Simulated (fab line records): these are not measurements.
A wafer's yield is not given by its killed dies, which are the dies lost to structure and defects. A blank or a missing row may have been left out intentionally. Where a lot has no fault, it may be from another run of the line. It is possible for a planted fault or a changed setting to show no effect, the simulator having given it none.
Comparing a struck lot with a sound one :: flow rit-cmos :: 17 out of 202 route steps
Sound: these wafers, L527.1, L527.2, L527.3. Wafers struck: L531.1, L531.2, L531.3. The cause comes at the end.
Order at every step that has rows: each side's tool, ch and its chambers, its first start. Under that, the readings that differ: sound wafers :: struck wafers :: difference of the means :: sigmas: that difference in standard deviations of wafers without a fault.
alike: same words and numbers on both sides, and readings whose means sit less than 2 such deviations apart. not compared: any withheld reading, any reading some wafer has no value for, any bound like >300 that may hide the same value, and any number with overlapping values for which the record gives no deviation.
The two part at a step that has a row with sigmas, a row that says differs or no value, or rows on one side only. Numbers that have no deviation but don't overlap get no sigmas and don't part them. Lack of a reading on every wafer of one side parts them only where that side has two or more wafers.

RIT_PWELL_TW_MEAS_10:
  sound on film-metro-04, day 2 16:02; struck on film-metro-03, day 3 09:13
  alike: PWELL_TW
then, 1 step without rows for these wafers: RIT_WELLDRIVE_ANNEAL_00 (time 14700 s).
RIT_WELLDRIVE_RS_MEAS_01: measures by four-point-probe.
  sound on film-metro-03, day 2 21:53; struck on film-metro-01, day 4 01:21
  alike: NWELL_RS
RIT_WELLDRIVE_RS_MEAS_02: measures by four-point-probe.
  sound on film-metro-03, day 2 22:00; struck on film-metro-01, day 4 01:28
  alike: PWELL_RS
then, 6 steps without rows for these wafers: RIT_NRETRO_HMDS_00 (prime time 60 s); RIT_NRETRO_COAT_01 (resist thk 1300 nm); RIT_NRETRO_SOFTBAKE_02 (time 60 s); RIT_NRETRO_EXPOSE_03 (exposes mask M4, target cd 43900 nm); RIT_NRETRO_PEB_04; RIT_NRETRO_DEVELOP_05 (develop time 68 s).
RIT_NRETRO_OVL_MEAS_06:
  sound on overlay-02, day 2 23:10; struck on overlay-02, day 4 02:28
  alike: NRETRO_OVL
then, 1 step without rows for these wafers: RIT_NRETRO_HARDBAKE_07 (time 120 s).
RIT_NRETRO_IMPLANT_08:
  sound on implanter-03 ch 0, day 2 23:26; struck on implanter-03 ch 0, day 4 02:45
reading: dose-ions-cm2
sound: 1e+13 9.986e+12 9.987e+12
struck: 1.3718e+13 1.3696e+13 1.3694e+13
difference: +3.7117e+12
sigmas: +99 or more

reading: faraday-current-uA
sound: 31.9 31.9 32.1
struck: 42.8 44.5 43.3
difference: +11.6
sigmas: +21
RIT_NRETRO_STRIP_09: strips in O2, time 180 s.
  sound on plasma-asher-03 ch 0,1, day 2 23:35; struck on plasma-asher-02 ch 0,1, day 4 02:54
reading: drypump-motor-current-A (A)
sound: 4.7 5.7 4.7
struck: 6.4 5.7 6.4
difference: +1.1
sigmas: +2
  not compared: rf-hours-counter-h
RIT_NRETRO_TW_MEAS_10:
  sound on film-metro-03, day 2 23:46; struck on film-metro-03, day 4 03:05
reading: NRETRO_TW
sound: 1051 1057 1056
struck: 1178 1172 1177
difference: +121
sigmas: +11
then, 1 step without rows for these wafers: RIT_PRETRO_HMDS_00 (prime time 60 s).
RIT_M1_PROBE_99:
  record: rows for the struck wafers here (prober-01, day 5 12:17), none for the sound ones

== WHERE THEY PART ==
Last at RIT_M1_PROBE_99 as far as this record goes, first at RIT_NRETRO_IMPLANT_08.

WHY: what had been put in by the simulator
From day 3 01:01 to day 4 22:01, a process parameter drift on implanter-03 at RIT_NRETRO_IMPLANT_08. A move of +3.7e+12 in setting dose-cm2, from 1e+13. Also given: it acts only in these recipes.
